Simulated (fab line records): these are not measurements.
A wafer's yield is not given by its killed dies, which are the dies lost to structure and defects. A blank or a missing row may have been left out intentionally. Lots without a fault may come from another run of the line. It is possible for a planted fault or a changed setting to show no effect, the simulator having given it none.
fab line records	flow berkeley-cmos170
record lots=14	wafers=42	last-day=12
route steps=331 shown PWELL@50 M3@312
lots untouched by any fault: they come from a run of this same line in which no faults occurred
start-h: start of the lot's first displayed wafer, in hours after the record's first day	wait-h: time in hours since the lot's previous step	" same as the row above	L1.1+2: several wafers, shown together as one row	- either no value or no given start	* or withheld: withheld	< > ~ a bound
route shown NAME@n: a module of which the file shows steps, and the number in the route of the first	usual: mean/standard deviation taken from wafers without a fault	same: alike in all rows	chamber/n: place in a boat	sites: the reading at each site	_std_site: their standard deviation	_edge_site: inner sites' mean taken away from outer sites' mean	radius-mm: how far each site lies from the wafer's centre	mask NAME#n: copy n	behind: the tool/chamber that last shaped the wafer	hold: the reason the lot was held/the length of the hold in hours/how it ended	device: the transistor (n, p or np) that didn't switch	end of line: at the end of the route, the tests of the same wafers	where a step has no rows: the recipe by itself	killed: dies that structure and defects cost at the first sort, which is not the same as the wafer's yield	map: dies across one wafer; x = killed, . = not, _ = none there
set.NAME: the run value of the setting; set.NAME@STEP: its run value at that earlier step	model.NAME: the simulator's own value behind a step, which no gauge read
the route's steps for a sample of lots (tables are steps, rows are wafers)
services: from which hour (start-h, from the record's first day; less than 0 if before it) a tool's chamber was out of use, for how many hours, and why
## steps
# step UCB170_PWELL_STRIP_16
# recipe chemistry=O2	power-w=400	pressure-mtorr=3500	platen-temp-c=withheld	o2-flow-sccm=400	overash-fraction=0.5
# usual chamber-pressure-mTorr=3500/3.2	drypump-motor-current-A=5.8/0.37	oes-product-au=0.721/0.0043	strip-time-to-endpoint-s=18.09/0.091
lot.wafer	tool	chamber	start-h	wait-h	chamber-pressure-mTorr	drypump-motor-current-A	oes-product-au	rf-hours-counter-h	strip-time-to-endpoint-s
L829.1	plasma-asher-03	0	66.21	0.1	3500	5.8	0.718	33	18.06
L829.3	"	1	"	"	3499	5.5	0.722	-	17.99
L829.5	"	0	"	"	3503	5.8	0.712	-	18.07
L828.4	plasma-asher-04	1	66.49	0.1	3496	5.5	0.718	-	18.06
L828.5	"	1	"	"	3500	5.5	0.719	-	18.13
L828.6	"	0	"	"	3501	6.4	0.723	-	18.12
L831.2	plasma-asher-01	0	75.03	0.1	3506	6.2	0.726	26	18.02
L831.3	"	1	"	"	3503	5.5	0.732	-	18.03
L831.5	"	0	"	"	3500	6.2	0.722	-	17.99
L832.3	plasma-asher-01	1	83.00	0.1	3495	5.5	0.725	-	18.12
L832.4	"	0	"	"	3507	6.2	0.720	-	18.10
L832.5	"	1	"	"	3501	5.5	0.712	-	18.18
L834.4	plasma-asher-04	1	91.29	0.1	3499	5.5	0.728	-	18.27
L834.5	"	0	"	"	3500	6.4	0.725	-	18.16
L834.6	"	1	"	"	3499	5.5	0.723	-	18.12
L833.1	plasma-asher-03	0	91.42	0.1	3498	5.9	0.722	36	18.17
L833.2	"	1	"	"	3502	5.4	0.721	36	18.19
L833.4	"	0	"	"	3501	5.8	0.726	-	18.10
L836.2	plasma-asher-03	1	105.04	0.1	3498	5.5	0.723	38	18.13
L836.3	"	1	"	"	3508	5.5	0.711	-	18.04
L836.5	"	1	"	"	3494	5.5	0.721	-	18.10
L837.4	plasma-asher-03	1	105.52	0.1	3502	5.5	0.712	-	18.10
L837.5	"	0	"	"	3502	5.9	0.716	-	18.04
L837.6	"	1	"	"	3500	5.5	0.719	-	18.05
L838.3	plasma-asher-04	1	117.49	0.1	3500	5.5	0.727	-	18.08
L838.5	"	0	"	"	3500	6.4	0.722	-	18.12
L838.6	"	1	"	"	3500	5.5	0.724	-	18.10
L839.3	plasma-asher-01	0	121.39	0.1	3502	6.2	0.711	-	18.06
L839.5	"	0	"	"	3504	6.2	0.722	-	18.06
L839.6	"	1	"	"	3504	5.5	0.719	-	18.06
L840.2	plasma-asher-03	1	129.34	0.1	3500	5.4	0.723	2	18.04
L840.5	"	0	"	"	3502	5.8	0.727	-	17.93
L840.6	"	1	"	"	3502	5.4	0.719	-	18.11
L842.1	plasma-asher-03	0	134.01	0.1	-	-	-	-	-
L842.2	"	1	"	"	-	-	-	-	-
L842.6	"	1	"	"	-	-	-	-	-
L841.3	plasma-asher-01	0	134.44	0.1	-	-	-	-	-
L841.5	"	1	"	"	-	-	-	-	-
L841.6	"	0	"	"	-	-	-	-	-
L845.2	plasma-asher-04	0	151.34	0.1	3499	6.4	0.721	44	18.10
L845.3	"	1	"	"	3500	5.5	0.730	-	18.17
L845.6	"	1	"	"	3502	5.5	0.716	-	18.08
# step UCB170_M3_THK_MEAS_03
# recipe thk-meas-gauge=xrf	reads=Al_of_M3_SPUTTER_01
# usual M3_AL_THK=928/11
lot.wafer	tool	chamber	start-h	wait-h	M3_AL_THK[nm]
L828.4	film-metro-04	-	187.82	0.1	925
L828.5	"	-	"	"	920
L828.6	"	-	"	"	914
L829.1	film-metro-03	-	193.83	0.1	934
L829.3	"	-	"	"	946
L829.5	"	-	"	"	938
L832.3	film-metro-02	-	195.54	0.1	923
L832.4	"	-	"	"	922
L832.5	"	-	"	"	921
L831.2	film-metro-03	-	200.07	0.1	941
L831.3	"	-	"	"	940
L831.5	"	-	"	"	949
L833.1	film-metro-03	-	215.71	0.1	945
L833.2	"	-	"	"	944
L833.4	"	-	"	"	939
L834.4	film-metro-02	-	216.01	0.1	926
L834.5	"	-	"	"	931
L834.6	"	-	"	"	936
L837.4	film-metro-03	-	222.31	0.1	937
L837.5	"	-	"	"	921
L837.6	"	-	"	"	935
L836.2	film-metro-03	-	223.92	0.1	918
L836.3	"	-	"	"	915
L836.5	"	-	"	"	923
L839.3	film-metro-02	-	246.50	0.1	905
L839.5	"	-	"	"	924
L839.6	"	-	"	"	907
L838.3	film-metro-03	-	246.73	0.1	924
L838.5	"	-	"	"	947
L838.6	"	-	"	"	951
L840.2	film-metro-02	-	262.11	0.1	938
L840.5	"	-	"	"	940
L840.6	"	-	"	"	941
L845.2	film-metro-02	-	273.89	0.1	938
L845.3	"	-	"	"	906
L845.6	"	-	"	"	928
# step UCB170_M3_STRIP_07
# recipe chemistry=O2	power-w=400	pressure-mtorr=3500	platen-temp-c=withheld	o2-flow-sccm=400	overash-fraction=0.5
# usual chamber-pressure-mTorr=3500/3.2	drypump-motor-current-A=5.8/0.38	oes-product-au=0.734/0.0045	strip-time-to-endpoint-s=21.96/0.06
lot.wafer	tool	chamber	start-h	wait-h	chamber-pressure-mTorr	drypump-motor-current-A	oes-product-au	rf-hours-counter-h	strip-time-to-endpoint-s
L828.4	plasma-asher-01	1	188.33	0.1	3497	5.5	0.728	-	22.02
L828.5	"	1	"	"	3504	5.5	0.734	-	22.03
L828.6	"	0	"	"	3494	6.2	0.735	-	21.97
L829.1	plasma-asher-04	1	194.98	0.1	3505	5.5	0.734	49	22.00
L829.3	"	1	"	"	3497	5.5	0.727	-	21.97
L829.5	"	1	"	"	3499	5.5	0.743	-	21.95
L832.3	plasma-asher-03	0	196.07	0.1	3497	5.9	0.740	-	21.92
L832.4	"	1	"	"	3506	5.4	0.733	-	21.86
L832.5	"	1	"	"	3505	5.5	0.737	-	21.92
L831.2	plasma-asher-01	1	200.57	0.1	3498	5.5	0.730	40	21.87
L831.3	"	1	"	"	3500	5.5	0.733	-	21.92
L831.5	"	1	"	"	3498	5.5	0.735	-	21.93
L833.1	plasma-asher-04	1	216.22	0.1	3498	5.5	0.731	51	21.91
L833.2	"	0	"	"	3497	6.4	0.738	51	21.95
L833.4	"	0	"	"	3499	6.4	0.739	-	21.91
L834.4	plasma-asher-03	0	216.52	0.1	3497	5.8	0.741	-	21.96
L834.5	"	0	"	"	3502	5.8	0.733	-	21.95
L834.6	"	1	"	"	3505	5.5	0.741	-	21.91
L837.4	plasma-asher-01	1	223.07	0.1	3502	5.5	0.730	-	21.91
L837.5	"	0	"	"	3502	6.2	0.741	-	21.86
L837.6	"	1	"	"	3490	5.5	0.735	-	21.89
L836.2	plasma-asher-04	1	224.42	0.1	3496	5.5	0.737	52	21.98
L836.3	"	1	"	"	3496	5.5	0.734	-	21.93
L836.5	"	0	"	"	3493	6.4	0.730	-	21.90
L839.3	plasma-asher-04	0	247.02	0.1	3499	6.4	0.738	-	21.94
L839.5	"	1	"	"	3497	5.5	0.735	-	21.96
L839.6	"	0	"	"	3499	6.3	0.731	-	21.99
L838.3	plasma-asher-03	0	247.35	0.1	3500	5.8	0.726	-	21.98
L838.5	"	0	"	"	3496	5.8	0.724	-	21.96
L838.6	"	1	"	"	3500	5.5	0.735	-	21.94
L840.2	plasma-asher-04	0	262.61	0.1	3503	6.4	0.734	56	21.94
L840.5	"	0	"	"	3498	6.4	0.736	-	22.00
L840.6	"	1	"	"	3496	5.5	0.726	-	22.00
L845.2	plasma-asher-04	0	274.40	0.1	3498	6.4	0.731	57	21.96
L845.3	"	1	"	"	3499	5.5	0.736	-	22.00
L845.6	"	1	"	"	3502	5.5	0.734	-	21.98
# step UCB170_M3_BOW_MEAS_20
# recipe mode=bow
# usual M3_BOW=35/6.5
lot.wafer	tool	chamber	start-h	wait-h	M3_BOW[um]
L828.4	film-metro-03	-	190.18	0.1	34
L828.5	"	-	"	"	30
L828.6	"	-	"	"	42
L829.1	film-metro-02	-	197.18	0.1	32
L829.3	"	-	"	"	33
L829.5	"	-	"	"	38
L832.3	film-metro-04	-	199.71	0.1	34
L832.4	"	-	"	"	28
L832.5	"	-	"	"	32
L831.2	film-metro-02	-	202.51	0.1	38
L831.3	"	-	"	"	37
L831.5	"	-	"	"	46
L833.1	film-metro-02	-	217.95	0.1	33
L833.2	"	-	"	"	32
L833.4	"	-	"	"	41
L834.4	film-metro-03	-	218.41	0.1	30
L834.5	"	-	"	"	34
L834.6	"	-	"	"	32
L837.4	film-metro-03	-	225.33	0.1	30
L837.5	"	-	"	"	34
L837.6	"	-	"	"	22
L836.2	film-metro-04	-	226.47	0.1	36
L836.3	"	-	"	"	30
L836.5	"	-	"	"	39
L839.3	film-metro-03	-	248.94	0.1	26
L839.5	"	-	"	"	36
L839.6	"	-	"	"	28
L838.3	film-metro-04	-	249.72	0.1	28
L838.5	"	-	"	"	39
L838.6	"	-	"	"	28
L840.2	film-metro-02	-	264.56	0.1	41
L840.5	"	-	"	"	43
L840.6	"	-	"	"	36
L845.2	film-metro-02	-	276.16	0.1	24
L845.3	"	-	"	"	42
L845.6	"	-	"	"	40
## services
tool	chamber	start-h	hours	kind
plasma-asher-01	-	84.80	15.0	pm
plasma-asher-03	-	108.81	9.0	pm
plasma-asher-03	0	108.81	9.0	vent-cycle
plasma-asher-03	1	108.81	9.0	vent-cycle
plasma-asher-03	0	117.81	-	clean
plasma-asher-03	1	117.81	-	clean
plasma-asher-04	-	125.17	15.6	pm
plasma-asher-03	-	218.62	8.3	repair
## key
first-sign step=UCB170_PWELL_STRIP_16	reading=tool-record	direction=missing
effect none on later readings
met-at UCB170_PWELL_STRIP_16
struck-lots L841,L842
later-rows-left-out L841.3,L841.5,L841.6,L842.1,L842.2,L842.6
sort-left-out L841.3,L841.5,L841.6,L842.1,L842.2,L842.6
tester-left-out L841,L842
not-acting-at UCB170_M3_THK_MEAS_03,UCB170_M3_STRIP_07,UCB170_M3_BOW_MEAS_20
onset-between 129.34 134.01
fault kind=skipped-step-whole	tool=plasma-asher-01,plasma-asher-03	chamber=-	onset-h=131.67	steps=UCB170_PWELL_STRIP_16	scope=struck-lots-only
# tester-left-out: of these lots the tester's yield and bins aren't shown, on N5 and GAA mostly nor the transistor test; their killed dies are dies lost to structure and defects alone, not to doping, threshold or leakage, so they don't give the yield
# sort-left-out: the simulated sort isn't trusted on such a fault, so these wafers' sort isn't shown, and their yield isn't known
# later-rows-left-out: the simulator's readings of these wafers behind a module that went badly wrong aren't trusted and aren't shown, but for the sort
